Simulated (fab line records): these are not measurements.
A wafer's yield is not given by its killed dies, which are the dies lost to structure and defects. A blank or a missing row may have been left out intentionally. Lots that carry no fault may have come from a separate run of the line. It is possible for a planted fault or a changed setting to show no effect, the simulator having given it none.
fab line records + flow berkeley-cmos170
record:
- lots: 14
- wafers: 42
- last-day: 12
route steps=331 shown PVT@116
lots with no fault: from the same line, run without faults
start-h: hours from the record's opening day to when the first of the lot's shown wafers began + wait-h: hours since the lot's step before + " same as the row above + L1.1+2: several wafers, shown together as one row + - no value, or no start was given + * or withheld: withheld + < > ~ a bound
route shown NAME@n: a module of which the file shows steps, and the number in the route of the first + usual: the fault-free wafers' mean and standard deviation + same: alike in all rows + chamber/n: place in a boat + sites: per-site readings + _std_site: their standard deviation + _edge_site: mean of outer sites minus mean of inner sites + radius-mm: for every site, how far away it sits from the centre of the wafer + mask NAME#n: copy n + behind: tool/chamber where the wafer was last shaped + hold: cause of the lot's hold/its duration in hours/its outcome + device: the n, p or np transistor that did not switch + end of line: at the end of the route, the tests of the same wafers + a step with no rows: only its recipe + killed: dies that structure and defects cost at the first sort, which is not the same as the wafer's yield + map: the dies of a wafer, with x for killed, . for not killed, _ for no die there
set.NAME: the run value of the setting; set.NAME@STEP: its run value at that earlier step + model.NAME: the simulator's own value behind a step, which no gauge read
steps of the route over a sample of lots; a table a step, a row a wafer
== steps ==
step: UCB170_PVT_COAT_01
recipe:
- resist: KrF
- spin-rpm: 1500
- resist-thk-nm: 900
usual:
- chill-plate-temp-C: 22.96/0.12
- dispense-pressure-kPa: 47/4.3
| lot.wafer | tool           | chamber | start-h | wait-h | chill-plate-temp-C | dispense-pressure-kPa |
|-----------|----------------|---------|---------|--------|--------------------|-----------------------|
| L772.2    | litho-track-04 | 0       | 104.96  | 0.1    | 22.86              | 42                    |
| L772.3    | "              | 0       | "       | "      | 22.95              | 42                    |
| L772.4    | "              | 0       | "       | "      | 23.00              | 42                    |
| L775.1    | litho-track-03 | 0       | 128.06  | 0.1    | 23.06              | 49                    |
| L775.2    | "              | 0       | "       | "      | 23.08              | 49                    |
| L775.5    | "              | 0       | "       | "      | 23.13              | 49                    |
| L776.1    | litho-track-04 | 0       | 128.29  | 0.1    | 22.96              | 42                    |
| L776.4    | "              | 0       | "       | "      | 22.89              | 42                    |
| L776.5    | "              | 0       | "       | "      | 22.92              | 42                    |
| L774.2    | litho-track-02 | 0       | 128.41  | 0.1    | 23.21              | 52                    |
| L774.4    | "              | 0       | "       | "      | 23.26              | 52                    |
| L774.6    | "              | 0       | "       | "      | 23.19              | 52                    |
| L782.2    | litho-track-04 | -       | 154.90  | 0.1    | -                  | -                     |
| L782.3    | "              | -       | "       | "      | -                  | -                     |
| L782.4    | "              | -       | "       | "      | -                  | -                     |
| L781.2    | litho-track-02 | -       | 155.14  | 0.1    | -                  | -                     |
| L781.5    | "              | -       | "       | "      | -                  | -                     |
| L781.6    | "              | -       | "       | "      | -                  | -                     |
| L787.1    | litho-track-02 | 0       | 181.06  | 0.1    | 22.99              | 52                    |
| L787.3    | "              | 0       | "       | "      | 22.84              | 52                    |
| L787.6    | "              | 0       | "       | "      | 23.00              | 52                    |
| L788.4    | litho-track-04 | 0       | 185.31  | 0.1    | 22.95              | 42                    |
| L788.5    | "              | 0       | "       | "      | 22.89              | 42                    |
| L788.6    | "              | 0       | "       | "      | 22.97              | 42                    |
| L789.2    | litho-track-04 | 0       | 191.42  | 0.1    | 22.97              | 42                    |
| L789.4    | "              | 0       | "       | "      | 23.00              | 42                    |
| L789.5    | "              | 0       | "       | "      | 23.04              | 42                    |
| L790.1    | litho-track-03 | 0       | 191.61  | 0.1    | 23.00              | 49                    |
| L790.2    | "              | 0       | "       | "      | 22.88              | 49                    |
| L790.5    | "              | 0       | "       | "      | 22.76              | 49                    |
| L792.4    | litho-track-02 | 0       | 208.16  | 0.1    | 22.96              | 52                    |
| L792.5    | "              | 0       | "       | "      | 22.89              | 52                    |
| L792.6    | "              | 0       | "       | "      | 22.93              | 52                    |
| L793.1    | litho-track-03 | 0       | 208.83  | 0.1    | 22.95              | 49                    |
| L793.2    | "              | 0       | "       | "      | 22.97              | 49                    |
| L793.5    | "              | 0       | "       | "      | 23.06              | 49                    |
| L794.3    | litho-track-04 | 0       | 216.72  | 0.1    | 22.83              | 42                    |
| L794.4    | "              | 0       | "       | "      | 22.94              | 42                    |
| L794.6    | "              | 0       | "       | "      | 22.93              | 42                    |
| L795.1    | litho-track-02 | 0       | 216.92  | 0.1    | 22.98              | 52                    |
| L795.3    | "              | 0       | "       | "      | 22.91              | 52                    |
| L795.6    | "              | 0       | "       | "      | 22.90              | 52                    |
step: UCB170_PVT_OVL_MEAS_06
usual:
- PVT_OVL: 5/6.7
| lot.wafer | tool       | chamber | start-h | wait-h | PVT_OVL[nm] |
|-----------|------------|---------|---------|--------|-------------|
| L772.2    | overlay-02 | -       | 105.82  | -      | -5          |
| L772.3    | "          | -       | "       | "      | -5          |
| L772.4    | "          | -       | "       | "      | -5          |
| L775.1    | overlay-02 | -       | 129.09  | -      | -3          |
| L775.2    | "          | -       | "       | "      | 5           |
| L775.5    | "          | -       | "       | "      | -10         |
| L776.1    | overlay-01 | -       | 129.59  | -      | 0           |
| L776.4    | "          | -       | "       | "      | 4           |
| L776.5    | "          | -       | "       | "      | 6           |
| L774.2    | overlay-02 | -       | 129.69  | -      | 7           |
| L774.4    | "          | -       | "       | "      | 12          |
| L774.6    | "          | -       | "       | "      | 14          |
| L782.2    | overlay-02 | -       | 155.90  | -      | -           |
| L782.3    | "          | -       | "       | "      | -           |
| L782.4    | "          | -       | "       | "      | -           |
| L781.2    | overlay-02 | -       | 156.18  | -      | -           |
| L781.5    | "          | -       | "       | "      | -           |
| L781.6    | "          | -       | "       | "      | -           |
| L787.1    | overlay-01 | -       | 182.69  | -      | 9           |
| L787.3    | "          | -       | "       | "      | 9           |
| L787.6    | "          | -       | "       | "      | 11          |
| L788.4    | overlay-02 | -       | 186.14  | -      | 11          |
| L788.5    | "          | -       | "       | "      | 20          |
| L788.6    | "          | -       | "       | "      | 13          |
| L789.2    | overlay-01 | -       | 192.19  | -      | 3           |
| L789.4    | "          | -       | "       | "      | 6           |
| L789.5    | "          | -       | "       | "      | 1           |
| L790.1    | overlay-02 | -       | 192.46  | -      | 5           |
| L790.2    | "          | -       | "       | "      | 2           |
| L790.5    | "          | -       | "       | "      | -2          |
| L792.4    | overlay-01 | -       | 209.63  | -      | 11          |
| L792.5    | "          | -       | "       | "      | 6           |
| L792.6    | "          | -       | "       | "      | 14          |
| L793.1    | overlay-01 | -       | 210.56  | -      | 16          |
| L793.2    | "          | -       | "       | "      | 17          |
| L793.5    | "          | -       | "       | "      | 16          |
| L794.3    | overlay-02 | -       | 217.51  | -      | 9           |
| L794.4    | "          | -       | "       | "      | 5           |
| L794.6    | "          | -       | "       | "      | 6           |
| L795.1    | overlay-02 | -       | 217.77  | -      | 2           |
| L795.3    | "          | -       | "       | "      | -4          |
| L795.6    | "          | -       | "       | "      | 0           |
== key ==
first-sign:
- step: UCB170_PVT_COAT_01
- reading: tool-record
- direction: missing
effect:
- step: UCB170_PVT_OVL_MEAS_06
- reading: PVT_OVL
- direction: missing
met-at UCB170_PVT_COAT_01
struck-lots L781,L782
sort-left-out L781.2,L781.5,L781.6,L782.2,L782.3,L782.4
tester-left-out L781,L782
onset-between 128.41 154.90
fault:
- kind: skipped-step-whole
- tool: litho-track-02,litho-track-04
- chamber: -
- onset-h: 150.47
- steps: UCB170_PVT_COAT_01
- scope: struck-lots-only
tester-left-out: of these lots the tester's yield and bins aren't shown, on N5 and GAA mostly nor the transistor test; their killed dies are dies lost to structure and defects alone, not to doping, threshold or leakage, so they don't give the yield
sort-left-out: the simulated sort isn't trusted on such a fault, so these wafers' sort isn't shown, and their yield isn't known
